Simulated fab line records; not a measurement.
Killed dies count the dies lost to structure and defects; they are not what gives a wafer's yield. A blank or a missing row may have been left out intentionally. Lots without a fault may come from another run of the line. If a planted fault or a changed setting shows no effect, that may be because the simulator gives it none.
2 desks, one fault -- flow berkeley-cmos170 -- every desk sees just its own numbers, and what lay behind them comes last

FOR THE TOOL OWNER'S DESK: lpcvd-01
The tool's own readings at UCB170_ACTIVE_CVD_05 (deposits Si3N4 from SiH2Cl2/NH3, target thk 220 nm, time 3300 s): means of the sampled wafers that have a number, for each lot that ran on this tool. A lot is out of limits, marked OUT, if its mean lies more than 4 standard deviations from the usual mean; the brackets give that distance.
Columns: A = sih2cl2-flow-sccm at UCB170_ACTIVE_CVD_05, usual 24.98 sccm
lot,first seen here,A
L837,day 4 15:04,25.01
L838,day 5 06:43,24.96
L839,day 5 06:43,24.91
L840,day 5 16:16,24.97
L841,day 5 16:16,24.90
L842,day 5 16:16,24.96
L843,day 6 15:36,24.91
L850,day 7 08:46,24.92
L852,day 7 08:46,24.95
This desk's verdict: no lot among the 9 shows anything out of limits.

AT THE METROLOGY DESK
Means of the sampled wafers that have a number, per lot and without regard to the tool the lot ran on: this is what the gauges read. A lot is out of limits, marked OUT, if its mean lies more than 4 standard deviations from the usual mean; the brackets give that distance.
Columns: A = V1_OVL at UCB170_V1_OVL_MEAS_13, usual -1 nm; B = cd-nm at UCB170_M2_CD_MEAS_90, usual 699 nm; C = M3_AL_RS at UCB170_M3_RS_MEAS_02, usual 0.0322 ohm/sq
lot,first seen here,A,B,C
L837,day 8 10:46,-5,702,0.0319
L839,day 8 22:33,-6,700,0.0323
L838,day 8 23:55,1,702,0.0322
L842,day 9 07:02,-3,697,0.0317
L840,day 9 09:44,1,702,0.0325
L841,day 9 10:59,-6,700,0.0326
L843,day 10 07:56,2,701,0.0321
L851,day 11 02:38,5,695,0.0328
L850,day 11 09:09,-1,698,0.0319
L852,day 11 10:19,-2,697,0.0325
L855,day 12 04:20,0,697,0.0324
L854,day 12 04:38,2,697,0.0322
L856,day 12 10:56,-3,704,0.0318
L858,day 13 05:13,-11,696,0.0320
This desk's verdict: no lot among the 14 shows anything out of limits.

BROUGHT TOGETHER
The tool owner's desk saw nothing out of limits.
Metrology desk: nothing out of limits seen.

WHAT HAD BEEN PUT IN BY THE SIMULATOR
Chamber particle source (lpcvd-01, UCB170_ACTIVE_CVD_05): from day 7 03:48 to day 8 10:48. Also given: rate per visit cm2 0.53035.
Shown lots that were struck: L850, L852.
